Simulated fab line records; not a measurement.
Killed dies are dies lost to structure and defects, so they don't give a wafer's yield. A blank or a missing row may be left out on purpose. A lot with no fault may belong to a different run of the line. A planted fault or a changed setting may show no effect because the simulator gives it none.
Matching of chambers / flow berkeley_cmos170 / UCB170_M1_ETCH_11 on rie_diel-04 has 4 sister chambers
The step etches BARC in N2/H2. 16 wafers are shown with their chamber, then 8 later ones without.

== WAFERS, EACH WITH ITS CHAMBER ==
wafer=L350.2; chamber=2; drypump_motor_current_A (A)=5.7; throttle_valve_pct (%)=13.12; oes_product_au (a.u.)=1.003
wafer=L350.5; chamber=3; drypump_motor_current_A (A)=6.7; throttle_valve_pct (%)=13.45; oes_product_au (a.u.)=0.990
wafer=L350.6; chamber=0; drypump_motor_current_A (A)=6.0; throttle_valve_pct (%)=13.01; oes_product_au (a.u.)=0.984
wafer=L351.2; chamber=3; drypump_motor_current_A (A)=6.6; throttle_valve_pct (%)=13.46; oes_product_au (a.u.)=0.978
wafer=L351.4; chamber=1; drypump_motor_current_A (A)=5.0; throttle_valve_pct (%)=13.23; oes_product_au (a.u.)=1.007
wafer=L351.5; chamber=0; drypump_motor_current_A (A)=6.0; throttle_valve_pct (%)=12.99; oes_product_au (a.u.)=0.989
wafer=L356.3; chamber=3; drypump_motor_current_A (A)=6.6; throttle_valve_pct (%)=13.45; oes_product_au (a.u.)=0.988
wafer=L356.4; chamber=1; drypump_motor_current_A (A)=5.0; throttle_valve_pct (%)=13.26; oes_product_au (a.u.)=1.022
wafer=L356.5; chamber=1; drypump_motor_current_A (A)=5.0; throttle_valve_pct (%)=13.25; oes_product_au (a.u.)=1.027
wafer=L354.2; chamber=0; drypump_motor_current_A (A)=6.0; throttle_valve_pct (%)=13.00; oes_product_au (a.u.)=0.985
wafer=L354.4; chamber=1; drypump_motor_current_A (A)=5.0; throttle_valve_pct (%)=13.24; oes_product_au (a.u.)=1.019
wafer=L354.6; chamber=1; drypump_motor_current_A (A)=5.0; throttle_valve_pct (%)=13.26; oes_product_au (a.u.)=1.021
wafer=L365.1; chamber=3; drypump_motor_current_A (A)=6.6; throttle_valve_pct (%)=13.46; oes_product_au (a.u.)=0.990
wafer=L365.3; chamber=0; drypump_motor_current_A (A)=6.0; throttle_valve_pct (%)=13.01; oes_product_au (a.u.)=1.000
wafer=L365.4; chamber=1; drypump_motor_current_A (A)=5.0; throttle_valve_pct (%)=13.24; oes_product_au (a.u.)=1.023
wafer=L363.1; chamber=0; drypump_motor_current_A (A)=6.0; throttle_valve_pct (%)=13.00; oes_product_au (a.u.)=0.999

SIGNATURES, as means of the wafers listed above
reading=drypump_motor_current_A; chamber 0=6.000; chamber 1=5.000; chamber 2=5.700; chamber 3=6.625; scatter within a chamber=0.025
reading=throttle_valve_pct; chamber 0=13.0020; chamber 1=13.2467; chamber 2=13.1200; chamber 3=13.4550; scatter within a chamber=0.00963
reading=oes_product_au; chamber 0=0.99140; chamber 1=1.01983; chamber 2=1.00300; chamber 3=0.98650; scatter within a chamber=0.00686
Rule: for each reading, subtract the chamber's mean from the wafer's reading, divide by that reading's scatter and square the result; add these up over the readings and take the root, which gives the wafer's distance from the chamber. The wafer belongs to the nearest chamber; if the next one is less than 2 further off, it can't be placed. The scatter: take each reading less its chamber's mean, square it, sum over the shown wafers, divide by the number of wafers less the number of chambers, and take the root.

== WAFERS WITHOUT THEIR CHAMBER ==
wafer=L363.3; drypump_motor_current_A (A)=5.0; throttle_valve_pct (%)=13.24; oes_product_au (a.u.)=1.011
wafer=L363.4; drypump_motor_current_A (A)=6.6; throttle_valve_pct (%)=13.46; oes_product_au (a.u.)=0.983
wafer=L369.2; drypump_motor_current_A (A)=6.6; throttle_valve_pct (%)=13.46; oes_product_au (a.u.)=1.005
wafer=L369.3; drypump_motor_current_A (A)=6.0; throttle_valve_pct (%)=13.01; oes_product_au (a.u.)=0.998
wafer=L369.6; drypump_motor_current_A (A)=5.0; throttle_valve_pct (%)=13.27; oes_product_au (a.u.)=0.980
wafer=L370.3; drypump_motor_current_A (A)=6.6; throttle_valve_pct (%)=13.46; oes_product_au (a.u.)=0.994
wafer=L370.4; drypump_motor_current_A (A)=6.0; throttle_valve_pct (%)=12.98; oes_product_au (a.u.)=1.003
wafer=L370.5; drypump_motor_current_A (A)=6.0; throttle_valve_pct (%)=12.97; oes_product_au (a.u.)=0.991

== WHICH CHAMBER EACH ONE RAN IN ==
wafer=L363.3; from the rows above=1; in truth=1
wafer=L363.4; from the rows above=3; in truth=3
wafer=L369.2; from the rows above=3; in truth=3
wafer=L369.3; from the rows above=0; in truth=0
wafer=L369.6; from the rows above=1; in truth=1
wafer=L370.3; from the rows above=3; in truth=3
wafer=L370.4; from the rows above=0; in truth=0
wafer=L370.5; from the rows above=0; in truth=0
8 of 8 placed correctly. Number that these rows cannot place: 0. Number placed wrongly: 0.
